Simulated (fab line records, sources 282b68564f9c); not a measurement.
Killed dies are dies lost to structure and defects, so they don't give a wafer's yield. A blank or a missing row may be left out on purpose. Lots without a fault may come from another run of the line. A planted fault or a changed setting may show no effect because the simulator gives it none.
Problem report in the 8D (eight disciplines) form, filled by code | flow rit_cmos | the parts of the form that need people (team, actions taken, sign-off) are left out

1. THE PROBLEM
PWELL_RS at RIT_WELLDRIVE_RS_MEAS_02 reads a mean of 443.7 ohm/sq on 9 wafers of 3 lots; wafers without a fault read 429.5 ohm/sq with a standard deviation of 1.1. That is +13 standard deviations from the usual mean.
The step: measures by four-point-probe.
First seen on wafer L754.1, day 3 21:17, on film_metro-03. The record holds 45 wafers of 15 lots with a number at this step. Rule for "out", or "out of limits": more than 4 standard deviations from the usual mean. The other wafers with a number count as sound.

2. WHAT IT IS AND WHAT IT IS NOT
question                    | is                           | is not
which readings at this step | PWELL_RS                     | -
which lots                  | L754, L755, L756             | L746, L748, L749, L751, L752, L759, L760, L762, L763, L767, L768, L769
which wafers of those lots  | all that have a number       | -
read on which gauges        | film_metro-03, film_metro-04 | film_metro-02
when                        | from day 3 21:17             | up to then (15 sound wafers); but 21 sound wafers of L759, L760, L762, L763, L767, L768, L769 came after

3. SUSPECTS, AND WHAT RULES EACH OUT
Counting: a tool at a process step up to the reading stays a suspect if it ran every lot that is out and no sound lot after the first of them.
- the gauge at RIT_WELLDRIVE_RS_MEAS_02: ruled out. The wafers that are out were read on 2 gauges (film_metro-03, film_metro-04).
- implanter-04 at RIT_PWELL_IMPLANT_08: ruled out as a lasting fault. Sound lots L768 ran on it after its first lot that is out, L754 (day 3 14:58).
Left after counting: nothing in the record.

4. THE CAUSE (what the simulator had put in)
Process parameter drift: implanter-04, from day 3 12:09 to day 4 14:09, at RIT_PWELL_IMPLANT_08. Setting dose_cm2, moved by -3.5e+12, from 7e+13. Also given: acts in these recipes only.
Counting ruled it out, wrongly: the rule takes a fault to strike every lot that its tool runs from its start on, and this one did not.

5. THE CHAIN OF EFFECTS, in route order
Each row: a reading whose mean over the struck wafers that have a number lies more than 3 standard deviations from the usual. Only readings for which the record gives a usual standard deviation are gone through. hours: the time from each lot's start at the first step in this table that gives one to its start at this step, as a median over the lots. sigmas: the change in usual standard deviations.
hours | step                     | reading            | usual        | on struck wafers | change     | sigmas
0     | RIT_PWELL_IMPLANT_08     | dose_ions_cm2      | 6.999e+13    | 6.646e+13        | -3.529e+12 | -49
0     | RIT_PWELL_IMPLANT_08     | faraday_current_uA | 222          | 209              | -13        | -3.2
6     | RIT_WELLDRIVE_RS_MEAS_02 | PWELL_RS           | 429.5 ohm/sq | 443.7            | +14.2      | +13
The process steps in it:
- RIT_PWELL_IMPLANT_08

6. WHAT WOULD HAVE CAUGHT IT SOONER
In this record the first reading out of limits at a measuring or inspecting step was taken at day 3 21:17, 9 hours after the fault began at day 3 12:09.
The tool's own readings at RIT_PWELL_IMPLANT_08 were out on every struck wafer that the step has a row for (dose_ions_cm2): an alarm limit on them would have fired on the first of those.
